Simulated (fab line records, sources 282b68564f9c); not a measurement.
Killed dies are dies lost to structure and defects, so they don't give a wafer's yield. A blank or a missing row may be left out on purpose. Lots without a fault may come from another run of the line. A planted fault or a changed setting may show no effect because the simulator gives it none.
fab line records | flow rit_cmos
record lots=5 wafers=23
route steps=202 shown ACTIVE@2 FOX2@23 NWELL@36 PWELL@47 WELLDRIVE@50 PRETRO@65 GATE@88 NLDD@111 PLDD@122 PSD@144 M1@202
start_h: hours from the record's first day to the start of the lot's first wafer shown | wait_h: hours since the lot's step before | " the same as in the row above | L1.1+2: a row that stands for several wafers | - no value, or no start given | * or withheld: withheld | < > ~ a bound
route shown NAME@n: a module of which the file shows steps, and the number in the route of the first | usual: mean/standard deviation of fault-free wafers | same: alike in all rows | chamber/n: place in a boat | sites: the reading at each site | _std_site: their standard deviation | _edge_site: outer sites' mean less inner sites' | radius_mm: how far each site lies from the wafer's centre | mask NAME#n: copy n | behind: the tool/chamber that last shaped the wafer | hold: why the lot was held/for how many hours/how that ended | device: the transistor (n, p or np) that didn't switch | end of line: the same wafers' tests at the end of the route | a step without rows: its recipe alone | killed: dies lost to structure and defects at the first sort, not the wafer's yield | map: a wafer's dies, x killed, . not, _ none there
set.NAME: the setting as run; set.NAME@STEP: as run at that earlier step | model.NAME: the simulator's own value behind a step, which no gauge read
lots whose settings were changed on purpose; a table a step, a row a wafer
## steps
# step RIT_ACTIVE_OXIDATION_01
# recipe temp_c=1000 ambient=O2 target_thk_a=468 ox_time_s=3360
# columns lot.wafer tool chamber start_h wait_h set.temp_c model.SiO2_of_ACTIVE_OXIDATION_01.thk_nm
L074.3 furnace-03 0 12.60 2.5 1000 46.85
L074.5 " 0 " " 1000 46.17
L074.6 " 0 " " 1000 46.92
L076.1 - - - 1.9 1000 47.83
L076.3 " - " " 1000 47.58
L076.4 " - " " 1000 47.51
L076.5 " - " " 1000 46.48
L076.6 " - " " 1000 47.53
L077.1 - - - 0.1 1017 54.58
L077.2 " - " " 1017 54.95
L077.4 " - " " 1017 54.8
L077.5 " - " " 1017 54.94
L077.6 " - " " 1017 55.83
L080.1 - - - 2.3 976.2 38.14
L080.2 " - " " 976.2 38.54
L080.3 " - " " 976.2 39.1
L080.4 " - " " 976.2 38.05
L080.5 " - " " 976.2 38.29
L083.1 - - - 0.9 1000 45.89
L083.2 " - " " 1000 45.82
L083.3 " - " " 1000 46.44
L083.5 " - " " 1000 46.51
L083.6 " - " " 1000 45.43
# step RIT_ACTIVE_THK_MEAS_02
# recipe reads=SiO2_of_ACTIVE_OXIDATION_01
# usual ACTIVE_OXIDE_THK=47.1/0.76
# columns lot.wafer tool chamber start_h wait_h set.temp_c@ACTIVE_OXIDATION_01 ACTIVE_OXIDE_THK[nm]
L074.3 film_metro-02 - 14.55 0.0 1000 46.8
L074.5 " - " " 1000 46.2
L074.6 " - " " 1000 46.9
L076.1 film_metro-01 - - - 1000 47.8
L076.3 " - " " 1000 47.6
L076.4 " - " " 1000 47.6
L076.5 " - " " 1000 46.5
L076.6 " - " " 1000 47.6
L077.1 film_metro-02 - - - 1017 54.6
L077.2 " - " " 1017 54.9
L077.4 " - " " 1017 54.8
L077.5 " - " " 1017 55.0
L077.6 " - " " 1017 55.9
L080.1 film_metro-01 - - - 976.2 38.1
L080.2 " - " " 976.2 38.5
L080.3 " - " " 976.2 39.1
L080.4 " - " " 976.2 38.0
L080.5 " - " " 976.2 38.3
L083.1 film_metro-02 - - - 1000 45.9
L083.2 " - " " 1000 45.8
L083.3 " - " " 1000 46.4
L083.5 " - " " 1000 46.5
L083.6 " - " " 1000 45.5
# step RIT_ACTIVE_EXPOSE_08
# recipe mask_id=M1 na=0.6 source_shape=conventional sigma_outer=0.6 target_cd_nm=1400 dose_mj=225
# columns lot.wafer tool chamber start_h wait_h mask set.dose_mj
L074.3+5+6 iline_stepper-02 0 16.56 0.1 M1#0 225
L076.1+5 iline_stepper-02 0 25.81 0.1 M1#0 225
L076.3+4+6 " 0 " " M1#0 241.1
L077.1+2+6 iline_stepper-01 0 29.18 0.2 M1#0 215.5
L077.4+5 " 0 " " M1#0 225
L080.1+2+3 iline_stepper-01 0 46.23 0.1 M1#0 225
L080.4+5 " 0 " " M1#0 237.4
L083.1+6 iline_stepper-01 0 60.04 0.1 M1#0 225
L083.2+3+5 " 0 " " M1#0 239.5
# step RIT_ACTIVE_PEB_09
# recipe resist=NOVOLAK temp_c=withheld time_s=withheld
# step RIT_ACTIVE_DEVELOP_10
# recipe resist=NOVOLAK develop_time_s=50 dev_temp_c=23
# step RIT_ACTIVE_CD_MEAS_11
# recipe target_cd_nm=1400
# usual cd_nm=1398.7/2.6
# columns lot.wafer tool chamber start_h wait_h set.dose_mj@ACTIVE_EXPOSE_08 cd_nm
L074.3 cd_sem-02 - 16.96 - 225 1399.2
L074.5 " - " " 225 1400.8
L074.6 " - " " 225 1401.1
L076.1 cd_sem-01 - 26.21 - 225 1394.8
L076.3 " - " " 241.1 1373.4
L076.4 " - " " 241.1 1373.9
L076.5 " - " " 225 1394.8
L076.6 " - " " 241.1 1376.3
L077.1 cd_sem-02 - 29.58 - 215.5 1410.6
L077.2 " - " " 215.5 1409.9
L077.4 " - " " 225 1397.8
L077.5 " - " " 225 1400.1
L077.6 " - " " 215.5 1411.3
L080.1 cd_sem-01 - 46.63 - 225 1399.5
L080.2 " - " " 225 1400.5
L080.3 " - " " 225 1399.9
L080.4 " - " " 237.4 1385.7
L080.5 " - " " 237.4 1385.3
L083.1 cd_sem-01 - 60.44 - 225 1396.7
L083.2 " - " " 239.5 1378.3
L083.3 " - " " 239.5 1378.1
L083.5 " - " " 239.5 1376.4
L083.6 " - " " 225 1394.4
# step RIT_ACTIVE_HARDBAKE_12
# recipe resist=NOVOLAK temp_c=140 time_s=60
# step RIT_ACTIVE_ETCH_13
# recipe stop_on=SiO2 chemistry=SF6 target=Si3N4 time_s=210 over_etch_frac=0.4 SF6_flow_sccm=200 pressure_mtorr=260 rf_w=125 target_depth_a=2100
# columns lot.wafer tool chamber start_h wait_h set.temp_c@ACTIVE_OXIDATION_01 set.dose_mj@ACTIVE_EXPOSE_08 model.ACTIVE.cd_nm model.SiO2_of_ACTIVE_OXIDATION_01.thk_nm
L074.3 rie_diel-03 0 17.19 0.1 1000 225 1400 45.38
L074.5 " 2 " " 1000 225 1401 46.17
L074.6 " 1 " " 1000 225 1401 44.4
L076.1 rie_diel-02 0 26.48 0.1 1000 225 1395 47.83
L076.3 " 1 " " 1000 241.1 - 45.48
L076.4 " 3 " " 1000 241.1 1374 47.51
L076.5 " 1 " " 1000 225 1395 44.39
L076.6 " 0 " " 1000 241.1 1376 47.53
L077.1 rie_diel-04 0 29.85 0.1 1017 215.5 1411 52.92
L077.2 " 1 " " 1017 215.5 1410 54.95
L077.4 " 3 " " 1017 225 1398 54.8
L077.5 " 1 " " 1017 225 1400 54.94
L077.6 " 0 " " 1017 215.5 1411 54.16
L080.1 rie_diel-03 2 46.90 0.1 976.2 225 1400 38.14
L080.2 " 3 " " 976.2 225 1400 38.37
L080.3 " 1 " " 976.2 225 1400 36.56
L080.4 " 1 " " 976.2 237.4 - 35.51
L080.5 " 3 " " 976.2 237.4 1385 38.12
L083.1 rie_diel-03 1 60.71 0.1 1000 225 1396 43.3
L083.2 " 3 " " 1000 239.5 1379 45.64
L083.3 " 0 " " 1000 239.5 1378 44.97
L083.5 " 1 " " 1000 239.5 1376 43.93
L083.6 " 0 " " 1000 225 1395 43.97
# step RIT_ACTIVE_STRIP_14
# recipe chemistry=O2 time_s=180 resist=NOVOLAK platen_temp_c=withheld power_w=500 pressure_mtorr=4000 o2_flow_sccm=4000
# step RIT_ACTIVE_CD_MEAS_90
# recipe target_cd_nm=1400
# usual cd_nm=1398.7/2.6
# columns lot.wafer tool chamber start_h wait_h set.dose_mj@ACTIVE_EXPOSE_08 cd_nm
L074.3 cd_sem-01 - 17.54 0.1 225 1399.9
L074.5 " - " " 225 1400.8
L074.6 " - " " 225 1401.3
L076.1 cd_sem-01 - 26.79 0.1 225 1394.5
L076.3 " - " " 241.1 1373.1
L076.4 " - " " 241.1 1374.3
L076.5 " - " " 225 1394.5
L076.6 " - " " 241.1 1376.1
L077.1 cd_sem-02 - 30.15 0.1 215.5 1410.6
L077.2 " - " " 215.5 1410.0
L077.4 " - " " 225 1397.9
L077.5 " - " " 225 1399.7
L077.6 " - " " 215.5 1411.5
L080.1 cd_sem-02 - 47.21 0.1 225 1400.0
L080.2 " - " " 225 1400.2
L080.3 " - " " 225 1399.8
L080.4 " - " " 237.4 1385.3
L080.5 " - " " 237.4 1385.3
L083.1 cd_sem-01 - 61.02 0.1 225 1396.6
L083.2 " - " " 239.5 1378.8
L083.3 " - " " 239.5 1378.6
L083.5 " - " " 239.5 1376.4
L083.6 " - " " 225 1394.8
# step RIT_FOX2_OXIDATION_00
# recipe temp_c=1100 ambient=H2O target_thk_a=3507 p_h2o_torr=720 ox_time_s=1130
# columns lot.wafer tool chamber start_h wait_h set.ox_time_s model.SiO2_of_FOX2_OXIDATION_00.thk_nm
L074.3 furnace-04 0 22.27 0.0 1130 357.2
L074.5 " 0 " " 1130 360.8
L074.6 " 0 " " 1130 356.5
L076.1 - - - 0.2 1130 340.2
L076.3 " - " " 1130 333
L076.4 " - " " 1130 344
L076.5 " - " " 1130 336.3
L076.6 " - " " 1130 336.7
L077.1 - - - 1.5 1289 377.1
L077.2 " - " " 1289 380.4
L077.4 " - " " 1289 377.6
L077.5 " - " " 1289 380.3
L077.6 " - " " 1289 380.2
L080.1 - - - 0.8 1130 358.5
L080.2 " - " " 1130 356.1
L080.3 " - " " 1130 356.3
L080.4 " - " " 1130 357.6
L080.5 " - " " 1130 349.5
L083.1 - - - 0.5 1021 332
L083.2 " - " " 1021 336.5
L083.3 " - " " 1021 333.8
L083.5 " - " " 1021 335.4
L083.6 " - " " 1021 332.9
# step RIT_FOX2_CLEAN_02
# recipe chemistry=dHF dilution=50:1 time_s=180
# step RIT_FOX2_WET_ETCH_03
# recipe chemistry=H3PO4 target=Si3N4 target_depth_nm=195 temp_c=165 time_s=2700
# columns lot.wafer tool chamber start_h wait_h set.temp_c@ACTIVE_OXIDATION_01 model.SiO2_of_ACTIVE_OXIDATION_01.thk_nm
L074.3 wet_bench-01 3 23.77 0.0 1000 40.41
L074.5 " 3 " " 1000 41.14
L074.6 " 3 " " 1000 39.57
L076.1 wet_bench-04 1 31.28 0.0 1000 42.49
L076.3 " 1 " " 1000 40.41
L076.4 " 1 " " 1000 42.19
L076.5 " 1 " " 1000 39.45
L076.6 " 1 " " 1000 42.22
L077.1 wet_bench-02 2 37.51 0.0 1017 46.87
L077.2 " 2 " " 1017 48.63
L077.4 " 2 " " 1017 48.51
L077.5 " 2 " " 1017 48.64
L077.6 " 2 " " 1017 47.97
L080.1 wet_bench-02 1 51.59 0.0 976.2 33.93
L080.2 " 1 " " 976.2 34.14
L080.3 " 1 " " 976.2 32.53
L080.4 " 1 " " 976.2 31.6
L080.5 " 1 " " 976.2 33.91
L083.1 wet_bench-02 2 66.65 0.0 1000 38.52
L083.2 " 2 " " 1000 40.6
L083.3 " 2 " " 1000 40.01
L083.5 " 2 " " 1000 39.11
L083.6 " 2 " " 1000 39.15
# step RIT_NWELL_IMPLANT_08
# recipe species=P energy_kev=170 dose_cm2=5e+13 tilt_deg=7
# columns lot.wafer tool chamber start_h wait_h set.dose_cm2
L074.3+5+6 implanter-04 0 26.01 0.2 5e+13
L076.1+4+6 implanter-03 0 33.39 0.2 5.178e+13
L076.3+5 " 0 " " 5e+13
L077.1+6 implanter-04 0 39.62 0.2 5e+13
L077.2+4+5 " 0 " " 4.68e+13
L080.1+2+3+4+5 implanter-04 0 53.57 0.2 5e+13
L083.1+2+3+5+6 implanter-02 0 68.64 0.2 5e+13
# step RIT_PWELL_IMPLANT_08
# recipe species=B energy_kev=170 dose_cm2=7e+13 tilt_deg=7
# columns lot.wafer tool chamber start_h wait_h set.energy_kev model.implant.rp_nm model.implant.drp_nm
L074.3+5+6 implanter-03 0 27.56 0.2 170 468.5 102.9
L076.1+3+4+5+6 implanter-04 0 34.94 0.2 170 476.3 102.9
L077.1+5 implanter-03 0 41.17 0.2 174.6 512.5 103.6
L077.2+4+6 " 0 " " 170 502 102.9
L080.1+4 implanter-04 0 55.12 0.2 170 464.7 102.9
L080.2+3+5 " 0 " " 178.5 482.6 104.2
L083.1+3+6 implanter-04 0 70.31 0.2 165.3 482.5 101.9
L083.2+5 " 0 " " 170 492.7 102.9
# step RIT_PWELL_STRIP_09
# recipe chemistry=O2 time_s=180 resist=NOVOLAK platen_temp_c=withheld power_w=500 pressure_mtorr=4000 o2_flow_sccm=4000
# step RIT_WELLDRIVE_ANNEAL_00
# recipe temp_c=1100 time_s=14700 ambient=N2
# step RIT_WELLDRIVE_RS_MEAS_01
# recipe thk_meas_gauge=four-point-probe
# usual NWELL_RS=274.9/0.71
# columns lot.wafer tool chamber start_h wait_h set.dose_cm2@NWELL_IMPLANT_08 NWELL_RS[ohm/sq]
L074.3 film_metro-01 - 34.57 0.0 5e+13 275.7
L074.5 " - " " 5e+13 275.5
L074.6 " - " " 5e+13 275.6
L076.1 film_metro-03 - 44.97 0.0 5.178e+13 269.4
L076.3 " - " " 5e+13 275.8
L076.4 " - " " 5.178e+13 268.3
L076.5 " - " " 5e+13 274.7
L076.6 " - " " 5.178e+13 268.8
L077.1 film_metro-01 - 47.88 0.0 5e+13 274.0
L077.2 " - " " 4.68e+13 285.2
L077.4 " - " " 4.68e+13 285.9
L077.5 " - " " 4.68e+13 285.3
L077.6 " - " " 5e+13 273.7
L080.1 film_metro-01 - 61.60 0.0 5e+13 273.2
L080.2 " - " " 5e+13 274.1
L080.3 " - " " 5e+13 274.3
L080.4 " - " " 5e+13 274.4
L080.5 " - " " 5e+13 274.2
L083.1 film_metro-01 - 76.21 0.0 5e+13 275.4
L083.2 " - " " 5e+13 274.5
L083.3 " - " " 5e+13 274.3
L083.5 " - " " 5e+13 274.5
L083.6 " - " " 5e+13 274.7
# step RIT_PRETRO_COAT_01
# recipe resist=NOVOLAK spin_rpm=2000 resist_thk_nm=1300
# columns lot.wafer tool chamber start_h wait_h set.resist_thk_nm model.NOVOLAK_of_PRETRO_COAT_01.thk_nm
L074.3 litho_track-02 0 36.52 0.1 1300 1302
L074.5 " 0 " " 1300 1306
L074.6 " 0 " " 1300 1303
L076.1 litho_track-02 0 47.03 0.1 1344 1350
L076.3 " 0 " " 1300 1306
L076.4 " 0 " " 1344 1346
L076.5 " 0 " " 1344 1347
L076.6 " 0 " " 1300 1309
L077.1 litho_track-02 0 49.94 0.1 1266 1274
L077.2 " 0 " " 1266 1268
L077.4 " 0 " " 1300 1308
L077.5 " 0 " " 1266 1272
L077.6 " 0 " " 1300 1306
L080.1 litho_track-02 0 63.79 0.1 1300 1300
L080.2 " 0 " " 1300 1302
L080.3 " 0 " " 1300 1306
L080.4+5 " 0 " " 1300 1304
L083.1 litho_track-02 0 78.27 0.1 1300 1309
L083.2 " 0 " " 1345 1351
L083.3 " 0 " " 1345 1354
L083.5 " 0 " " 1300 1305
L083.6 " 0 " " 1345 1352
# step RIT_GATE_SOFTBAKE_12
# recipe resist=NOVOLAK temp_c=90 time_s=60
# columns lot.wafer tool chamber start_h wait_h set.temp_c
L074.3+5+6 litho_track-04 0 47.30 0.1 90
L076.1+5+6 litho_track-04 0 54.03 0.1 90
L076.3+4 " 0 " " 87.85
L077.1+2+6 litho_track-03 0 58.62 0.1 87.63
L077.4+5 " 0 " " 90
L080.1+2+4 litho_track-01 0 70.90 0.1 92.61
L080.3+5 " 0 " " 90
L083.1+2+3+5+6 litho_track-04 0 85.65 0.1 90
# step RIT_GATE_EXPOSE_13
# recipe mask_id=M6 na=0.6 source_shape=conventional sigma_outer=0.6 target_cd_nm=150 dose_mj=380
# step RIT_GATE_PEB_14
# recipe resist=NOVOLAK temp_c=withheld time_s=withheld
# step RIT_GATE_DEVELOP_15
# recipe resist=NOVOLAK develop_time_s=50 dev_temp_c=23
# columns lot.wafer tool chamber start_h wait_h set.temp_c@GATE_SOFTBAKE_12 model.NOVOLAK_of_GATE_COAT_11.thk_nm
L074.3 litho_track-01 0 - - 90 851.5
L074.5 " 0 " " 90 849.9
L074.6 " 0 " " 90 852.3
L076.1 litho_track-04 0 - - 90 849.6
L076.3 " 0 " " 87.85 852
L076.4 " 0 " " 87.85 856
L076.5 " 0 " " 90 850.9
L076.6 " 0 " " 90 851.3
L077.1 litho_track-01 0 - - 87.63 852.3
L077.2 " 0 " " 87.63 854.5
L077.4 " 0 " " 90 848.3
L077.5 " 0 " " 90 846.6
L077.6 " 0 " " 87.63 855.8
L080.1 litho_track-01 0 - - 92.61 850.1
L080.2 " 0 " " 92.61 848.1
L080.3 " 0 " " 90 855.8
L080.4 " 0 " " 92.61 846
L080.5 " 0 " " 90 855
L083.1 litho_track-01 0 - - 90 847.8
L083.2+6 " 0 " " 90 849.7
L083.3 " 0 " " 90 847.1
L083.5 " 0 " " 90 845.7
# step RIT_NLDD_IMPLANT_08
# recipe species=P energy_kev=20 dose_cm2=5e+14 tilt_deg=7
# columns lot.wafer tool chamber start_h wait_h set.energy_kev model.implant.rp_nm model.implant.drp_nm
L074.3+5+6 implanter-02 0 52.89 0.1 20 28.51 12.97
L076.1+3 implanter-02 0 61.52 0.1 19.06 26.72 12.6
L076.4+5+6 " 0 " " 20 27.61 12.97
L077.1+6 implanter-03 0 66.32 0.1 20.92 28.13 13.33
L077.2+4+5 " 0 " " 20 27.29 12.97
L080.1+2+3+4+5 implanter-02 0 76.73 0.1 20 28.12 12.97
L083.1+3+5 implanter-02 0 91.28 0.1 20.58 28.21 13.19
L083.2+6 " 0 " " 20 27.67 12.97
# step RIT_PLDD_IMPLANT_08
# recipe species=BF2 energy_kev=20 dose_cm2=9e+14 tilt_deg=7
# columns lot.wafer tool chamber start_h wait_h set.dose_cm2
L074.3+5+6 implanter-01 0 54.43 0.1 9e+14
L076.1+6 implanter-03 0 63.29 0.1 9.487e+14
L076.3+4+5 " 0 " " 9e+14
L077.1+5 implanter-04 0 67.86 0.1 9e+14
L077.2+4+6 " 0 " " 9.41e+14
L080.1+5 implanter-03 0 78.54 0.1 8.34e+14
L080.2+3+4 " 0 " " 9e+14
L083.1+5 implanter-01 0 92.83 0.1 8.381e+14
L083.2+3+6 " 0 " " 9e+14
# step RIT_PLDD_STRIP_09
# recipe chemistry=O2 time_s=180 resist=NOVOLAK platen_temp_c=withheld power_w=500 pressure_mtorr=4000 o2_flow_sccm=4000
# step RIT_PLDD_TW_MEAS_10
# usual PLDD_TW=2327/16
# columns lot.wafer tool chamber start_h wait_h set.dose_cm2@PLDD_IMPLANT_08 PLDD_TW
L074.3 film_metro-04 - 54.73 0.1 9e+14 2319
L074.5 " - " " 9e+14 2311
L074.6 " - " " 9e+14 2304
L076.1 film_metro-02 - 63.61 0.1 9.487e+14 2360
L076.3 " - " " 9e+14 2333
L076.4 " - " " 9e+14 2325
L076.5 " - " " 9e+14 2334
L076.6 " - " " 9.487e+14 2372
L077.1 film_metro-01 - 68.19 0.1 9e+14 2333
L077.2 " - " " 9.41e+14 2370
L077.4 " - " " 9.41e+14 2357
L077.5 " - " " 9e+14 2343
L077.6 " - " " 9.41e+14 2377
L080.1 film_metro-02 - 78.87 0.1 8.34e+14 2283
L080.2 " - " " 9e+14 2337
L080.3 " - " " 9e+14 2331
L080.4 " - " " 9e+14 2336
L080.5 " - " " 8.34e+14 2275
L083.1 film_metro-02 - 93.15 0.1 8.381e+14 2290
L083.2 " - " " 9e+14 2324
L083.3 " - " " 9e+14 2324
L083.5 " - " " 8.381e+14 2284
L083.6 " - " " 9e+14 2327
# step RIT_PSD_SOFTBAKE_02
# recipe resist=NOVOLAK temp_c=90 time_s=60
# columns lot.wafer tool chamber start_h wait_h set.temp_c
L074.3+5+6 litho_track-03 0 59.19 0.1 90
L076.1+5 litho_track-01 0 68.11 0.1 90
L076.3+4+6 " 0 " " 92.62
L077.1+4+6 litho_track-03 0 73.36 0.1 90
L077.2+5 " 0 " " 91.24
L080.1+2 litho_track-01 0 83.79 0.1 90
L080.3+4+5 " 0 " " 88.9
L083.1+2+3+5+6 litho_track-04 0 97.44 0.1 90
# step RIT_PSD_EXPOSE_03
# recipe mask_id=M10 na=0.57 target_cd_nm=40900 dose_mj=250
# step RIT_PSD_PEB_04
# recipe resist=NOVOLAK temp_c=withheld time_s=withheld
# step RIT_PSD_DEVELOP_05
# recipe resist=NOVOLAK develop_time_s=50 dev_temp_c=23
# columns lot.wafer tool chamber start_h wait_h set.temp_c@PSD_SOFTBAKE_02 model.NOVOLAK_of_PSD_COAT_01.thk_nm
L074.3 litho_track-03 0 - - 90 997
L074.5 " 0 " " 90 997.4
L074.6 " 0 " " 90 998.3
L076.1 litho_track-01 0 - - 90 1002
L076.3 " 0 " " 92.62 995.2
L076.4 " 0 " " 92.62 995.4
L076.5 " 0 " " 90 1003
L076.6 " 0 " " 92.62 995.5
L077.1 litho_track-04 0 - - 90 1003
L077.2 " 0 " " 91.24 999.1
L077.4 " 0 " " 90 1002
L077.5 " 0 " " 91.24 997.3
L077.6 " 0 " " 90 1000
L080.1 litho_track-04 0 - - 90 1004
L080.2 " 0 " " 90 1001
L080.3 " 0 " " 88.9 1009
L080.4 " 0 " " 88.9 1006
L080.5 " 0 " " 88.9 1004
L083.1 litho_track-04 0 - - 90 1002
L083.2 " 0 " " 90 997.4
L083.3 " 0 " " 90 998.8
L083.5 " 0 " " 90 998.2
L083.6 " 0 " " 90 998.9
# step RIT_M1_PROBE_99
# usual killed_at_contacts=0.1/0.32 killed_at_front_end=7.0/2.9 killed_dies=7.2/2.9 killed_open=3.4/2 killed_short=3.7/2.1
# same gross_dies=264 killed_at_M0_to_M3=0 killed_at_M4_up=0 killed_at_back_side=0 killed_at_other=0
# columns lot.wafer tool chamber start_h wait_h set.temp_c@ACTIVE_OXIDATION_01 killed_at_contacts killed_at_front_end killed_dies killed_open killed_short model.etest.nmos_narrow.drive_ua_um
L074.3 prober-01 - 69.86 0.2 1000 0 10 10 1 9 226.6
L074.5 prober-01 - 69.96 0.2 1000 0 3 3 2 1 228.3
L074.6 prober-01 - 70.01 0.2 1000 0 14 14 8 6 224
L076.1 prober-02 - 77.19 0.1 1000 0 8 8 4 4 220
L076.3 prober-02 - 77.29 0.2 1000 0 6 6 4 2 213
L076.4 prober-02 - 77.34 0.2 1000 0 8 8 1 7 215.8
L076.5 prober-02 - 77.39 0.2 1000 0 8 8 4 4 222
L076.6 prober-02 - 77.44 0.2 1000 0 5 5 2 3 218.3
L077.1 prober-01 - 82.69 0.1 1017 0 7 7 4 3 200.9
L077.2 prober-01 - 82.74 0.1 1017 0 5 5 5 0 194.9
L077.4 prober-01 - 82.84 0.2 1017 0 14 14 9 5 197.1
L077.5 prober-01 - 82.89 0.2 1017 0 8 8 5 3 198.8
L077.6 prober-01 - 82.94 0.2 1017 0 5 5 0 5 193.1
L080.1 prober-02 - 93.65 0.1 976.2 0 7 7 5 2 246.5
L080.2 prober-02 - 93.70 0.1 976.2 0 3 3 2 1 249.4
L080.3 prober-02 - 93.75 0.2 976.2 0 5 5 4 1 247.6
L080.4 prober-02 - 93.80 0.2 976.2 1 3 4 3 1 245.6
L080.5 prober-02 - 93.85 0.2 976.2 0 3 3 0 3 245.4
L083.1 prober-01 - 106.48 0.1 1000 0 3 3 1 1 225.4
L083.2 prober-01 - 106.53 0.1 1000 0 7 7 2 5 227.2
L083.3 prober-01 - 106.58 0.2 1000 0 8 8 3 5 226.4
L083.5 prober-01 - 106.68 0.2 1000 0 9 9 3 6 226.8
L083.6 prober-01 - 106.73 0.2 1000 0 7 7 4 2 231.2
# killed by level:class
L074.3 SPACER:geometric_particle:short=6 FOX2:geometric_particle:short=1 GATE:geometric_particle:short=1 SPACER:geometric_particle:open=1 SILICIDE:geometric_particle:short=1
L074.5 FOX1:geometric_particle:short=1 FOX1:geometric_particle:open=1 SILICIDE:geometric_particle:open=1
L074.6 GATE:geometric_particle:open=3 SPACER:geometric_particle:short=2 FOX1:geometric_particle:short=1 FOX1:geometric_particle:open=1 FOX2:geometric_particle:open=1 GATE:geometric_particle:short=1 REOX:geometric_particle:open=1 REOX:geometric_particle:short=1
L076.1 FOX1:geometric_particle:open=3 SILICIDE:geometric_particle:short=2 GATE:geometric_particle:short=1 REOX:geometric_particle:open=1 REOX:geometric_particle:short=1
L076.3 FOX1:geometric_particle:short=1 FOX2:geometric_particle:open=1 GATE:geometric_particle:open=1 REOX:geometric_particle:open=1 SILICIDE:geometric_particle:short=1 SILICIDE:geometric_particle:open=1
L076.4 GATE:geometric_particle:short=2 SILICIDE:geometric_particle:short=2 FOX1:geometric_particle:open=1 FOX2:geometric_particle:short=1 REOX:geometric_particle:short=1 SPACER:geometric_particle:short=1
L076.5 REOX:geometric_particle:open=2 REOX:geometric_particle:short=2 FOX1:geometric_particle:short=1 GATE:geometric_particle:open=1 SPACER:geometric_particle:open=1 SILICIDE:geometric_particle:short=1
L076.6 GATE:geometric_particle:short=3 SPACER:geometric_particle:open=2
L077.1 GATE:geometric_particle:short=2 SPACER:geometric_particle:open=2 FOX1:geometric_particle:open=1 GATE:geometric_particle:open=1 SPACER:geometric_particle:short=1
L077.2 GATE:geometric_particle:open=2 FOX2:geometric_particle:open=1 REOX:geometric_particle:open=1 SILICIDE:geometric_particle:open=1
L077.4 REOX:geometric_particle:short=5 REOX:geometric_particle:open=5 FOX1:geometric_particle:open=2 SILICIDE:geometric_particle:open=2
L077.5 GATE:geometric_particle:open=2 GATE:geometric_particle:short=2 REOX:geometric_particle:open=2 SPACER:geometric_particle:open=1 FOX1:geometric_particle:short=1
L077.6 SPACER:geometric_particle:short=2 FOX1:geometric_particle:short=1 GATE:geometric_particle:short=1 REOX:geometric_particle:short=1
L080.1 FOX1:geometric_particle:open=2 GATE:geometric_particle:open=2 FOX1:geometric_particle:short=1 GATE:geometric_particle:short=1 REOX:geometric_particle:open=1
L080.2 GATE:geometric_particle:open=1 GATE:geometric_particle:short=1 REOX:geometric_particle:open=1
L080.3 GATE:geometric_particle:open=2 FOX1:geometric_particle:open=1 FOX2:geometric_particle:open=1 GATE:geometric_particle:short=1
L080.4 FOX1:geometric_particle:short=1 GATE:geometric_particle:open=1 SPACER:geometric_particle:open=1 CONTACT:geometric_particle:open=1
L080.5 FOX1:geometric_particle:short=3
L083.1 REOX:geometric_particle:open=1 SILICIDE:geometric_particle:short=1 GATE:coat_microbubble_printed=1
L083.2 FOX2:geometric_particle:short=2 FOX2:geometric_particle:open=1 GATE:geometric_particle:short=1 REOX:geometric_particle:open=1 REOX:geometric_particle:short=1 STARTING-WAFER:geometric_particle:short=1
L083.3 GATE:geometric_particle:short=2 GATE:geometric_particle:open=2 SILICIDE:geometric_particle:open=1 REOX:geometric_particle:short=1 SPACER:geometric_particle:short=1 SILICIDE:geometric_particle:short=1
L083.5 GATE:geometric_particle:open=3 GATE:geometric_particle:short=2 ACTIVE:geometric_particle:short=1 REOX:geometric_particle:short=1 SPACER:geometric_particle:short=1 SILICIDE:geometric_particle:short=1
L083.6 GATE:geometric_particle:open=2 GATE:geometric_particle:short=2 REOX:geometric_particle:open=2 GATE:coat_microbubble_printed=1
## key
split step=RIT_ACTIVE_OXIDATION_01 setting=temp_c stated=1000 by=lot
response step=RIT_ACTIVE_OXIDATION_01 reading=model.SiO2_of_ACTIVE_OXIDATION_01.thk_nm change=+4 per=1% r=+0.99
response step=RIT_ACTIVE_THK_MEAS_02 reading=ACTIVE_OXIDE_THK change=+4.01 per=1% r=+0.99
response step=RIT_ACTIVE_ETCH_13 reading=model.SiO2_of_ACTIVE_OXIDATION_01.thk_nm change=+4.09 per=1% r=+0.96
response step=RIT_FOX2_WET_ETCH_03 reading=model.SiO2_of_ACTIVE_OXIDATION_01.thk_nm change=+3.59 per=1% r=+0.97
response step=RIT_M1_PROBE_99 reading=model.etest.nmos_narrow.drive_ua_um change=-12 per=1% r=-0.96
split step=RIT_ACTIVE_EXPOSE_08 setting=dose_mj stated=225 by=wafer
response step=RIT_ACTIVE_CD_MEAS_11 reading=cd_nm change=-2.76 per=1% r=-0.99
response step=RIT_ACTIVE_ETCH_13 reading=model.ACTIVE.cd_nm change=-2.75 per=1% r=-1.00
response step=RIT_ACTIVE_CD_MEAS_90 reading=cd_nm change=-2.76 per=1% r=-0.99
split step=RIT_FOX2_OXIDATION_00 setting=ox_time_s stated=1130 by=lot
response step=RIT_FOX2_OXIDATION_00 reading=model.SiO2_of_FOX2_OXIDATION_00.thk_nm change=+1.92 per=1% r=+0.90
split step=RIT_NWELL_IMPLANT_08 setting=dose_cm2 stated=5e+13 by=wafer
response step=RIT_WELLDRIVE_RS_MEAS_01 reading=NWELL_RS change=-1.81 per=1% r=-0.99
split step=RIT_PWELL_IMPLANT_08 setting=energy_kev stated=170 by=wafer
response step=RIT_PWELL_IMPLANT_08 reading=model.implant.rp_nm change=+3.65 per=1% r=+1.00
response step=RIT_PWELL_IMPLANT_08 reading=model.implant.drp_nm change=+0.286 per=1% r=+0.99
split step=RIT_PRETRO_COAT_01 setting=resist_thk_nm stated=1300 by=wafer
response step=RIT_PRETRO_COAT_01 reading=model.NOVOLAK_of_PRETRO_COAT_01.thk_nm change=+12.7 per=1% r=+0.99
split step=RIT_GATE_SOFTBAKE_12 setting=temp_c stated=90 by=wafer
response step=RIT_GATE_DEVELOP_15 reading=model.NOVOLAK_of_GATE_COAT_11.thk_nm change=-2.25 per=1% r=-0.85
split step=RIT_NLDD_IMPLANT_08 setting=energy_kev stated=20 by=wafer
response step=RIT_NLDD_IMPLANT_08 reading=model.implant.rp_nm change=+0.186 per=1% r=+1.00
response step=RIT_NLDD_IMPLANT_08 reading=model.implant.drp_nm change=+0.0782 per=1% r=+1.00
split step=RIT_PLDD_IMPLANT_08 setting=dose_cm2 stated=9e+14 by=wafer
response step=RIT_PLDD_TW_MEAS_10 reading=PLDD_TW change=+6.59 per=1% r=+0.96
split step=RIT_PSD_SOFTBAKE_02 setting=temp_c stated=90 by=wafer
response step=RIT_PSD_DEVELOP_05 reading=model.NOVOLAK_of_PSD_COAT_01.thk_nm change=-2.62 per=1% r=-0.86
